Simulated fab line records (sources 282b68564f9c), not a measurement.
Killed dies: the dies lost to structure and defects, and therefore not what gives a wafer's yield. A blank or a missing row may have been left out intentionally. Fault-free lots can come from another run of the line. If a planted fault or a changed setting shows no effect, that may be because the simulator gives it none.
Split-lot trial + flow ritCmos + 5 lots, 23 wafers read, on a route of 202 steps

ABOUT THE SPLIT
At RIT_NSD_IMPLANT_08, the setting energyKev was moved away from the recipe's 25 on 4 of the 23 wafers read, by +4.8% to +5.0%. The other wafers ran this setting at the recipe's value.

The reading comes from the split's own step.

THE READING
In nm, at RIT_NSD_IMPLANT_08: implant.drpNm, which is the simulator's own figure and was read by no gauge. The file does not state a usual value for it.

| wafer  | tool, chamber at the split | energyKev as run | against the recipe | implant.drpNm, nm | against lot-mates on the recipe |
|--------|----------------------------|------------------|--------------------|-------------------|---------------------------------|
| L074.1 | implanter-01, 0            | 25               | recipe             | 14.84             | -                               |
| L074.2 | implanter-01, 0            | 25               | recipe             | 14.84             | -                               |
| L074.3 | implanter-01, 0            | 25               | recipe             | 14.84             | -                               |
| L074.4 | implanter-01, 0            | 25               | recipe             | 14.84             | -                               |
| L074.5 | implanter-01, 0            | 25               | recipe             | 14.84             | -                               |
| L080.1 | implanter-04, 0            | 25               | recipe             | 14.84             | -                               |
| L080.5 | implanter-04, 0            | 25               | recipe             | 14.84             | -                               |
| L080.6 | implanter-04, 0            | 25               | recipe             | 14.84             | -                               |
| L080.2 | implanter-04, 0            | 26.24            | +5.0%              | 15.28             | +0.44                           |
| L080.4 | implanter-04, 0            | 26.24            | +5.0%              | 15.28             | +0.44                           |
| L081.1 | implanter-01, 0            | 25               | recipe             | 14.84             | -                               |
| L081.2 | implanter-01, 0            | 25               | recipe             | 14.84             | -                               |
| L081.3 | implanter-01, 0            | 25               | recipe             | 14.84             | -                               |
| L081.4 | implanter-01, 0            | 25               | recipe             | 14.84             | -                               |
| L081.5 | implanter-01, 0            | 25               | recipe             | 14.84             | -                               |
| L082.1 | implanter-02, 0            | 25               | recipe             | 14.84             | -                               |
| L082.3 | implanter-02, 0            | 25               | recipe             | 14.84             | -                               |
| L082.6 | implanter-02, 0            | 25               | recipe             | 14.84             | -                               |
| L085.1 | implanter-01, 0            | 26.21            | +4.8%              | 15.27             | +0.43                           |
| L085.3 | implanter-01, 0            | 26.21            | +4.8%              | 15.27             | +0.43                           |
| L085.4 | implanter-01, 0            | 25               | recipe             | 14.84             | -                               |
| L085.5 | implanter-01, 0            | 25               | recipe             | 14.84             | -                               |
| L085.6 | implanter-01, 0            | 25               | recipe             | 14.84             | -                               |

FIT RESULTS
A straight line over all 23 wafers: implant.drpNm changes by +0.0888 nm for each +1% of energyKev; r = +1.00; the points scatter about the line by 0.00014 nm.
The same after taking each lot's own level away (the mean of its wafers on the recipe; 23 wafers): +0.0888 nm for each +1%; r = +1.00; scatter 0.00014 nm.
On that fit, the largest move of energyKev shifts the reading by 0.44 nm.
The lots' own levels span 14.840 to 14.840 nm.
The two slopes agree, so the slope changes little with the lot-to-lot level.
Check: with one of the wafers moved furthest among these (+5.0%) left out of the fit, the line predicts +0.44 nm for it against its lot-mates. Against them it came out at +0.44 nm.

THESE WAFERS: OTHER SPLITS
Other splits were also applied to these wafers ahead of the reading. Each is held against what the fit with the lots' levels taken away leaves over:
| other split on the same wafers  | wafers away from the commonest value | r with implant.drpNm (lot level and that fit taken away) |
|---------------------------------|--------------------------------------|----------------------------------------------------------|
| RIT_ACTIVE_COAT_06 spinRpm      | 9                                    | -0.43                                                    |
| RIT_NWELL_COAT_01 spinRpm       | 10                                   | -0.17                                                    |
| RIT_NWELL_IMPLANT_08 energyKev  | 7                                    | -0.16                                                    |
| RIT_PWELL_COAT_01 spinRpm       | 7                                    | +0.12                                                    |
| RIT_PWELL_IMPLANT_08 doseCm2    | 6                                    | -0.51                                                    |
| RIT_NRETRO_COAT_01 spinRpm      | 9                                    | +0.32                                                    |
| RIT_NRETRO_IMPLANT_08 doseCm2   | 10                                   | -0.14                                                    |
| RIT_PRETRO_IMPLANT_08 energyKev | 4                                    | -0.26                                                    |
| RIT_REOX_OXIDATION_03 oxTimeS   | 15                                   | -0.33                                                    |
| RIT_NLDD_IMPLANT_08 energyKev   | 6                                    | +0.22                                                    |
| RIT_PLDD_IMPLANT_08 doseCm2     | 6                                    | +0.22                                                    |
| RIT_SPACER_CVD_03 nh3FlowSccm   | 18                                   | -0.37                                                    |

FILE'S OWN FIT
implant.drpNm changes by +0.0887 nm for each +1% of energyKev, r = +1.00.
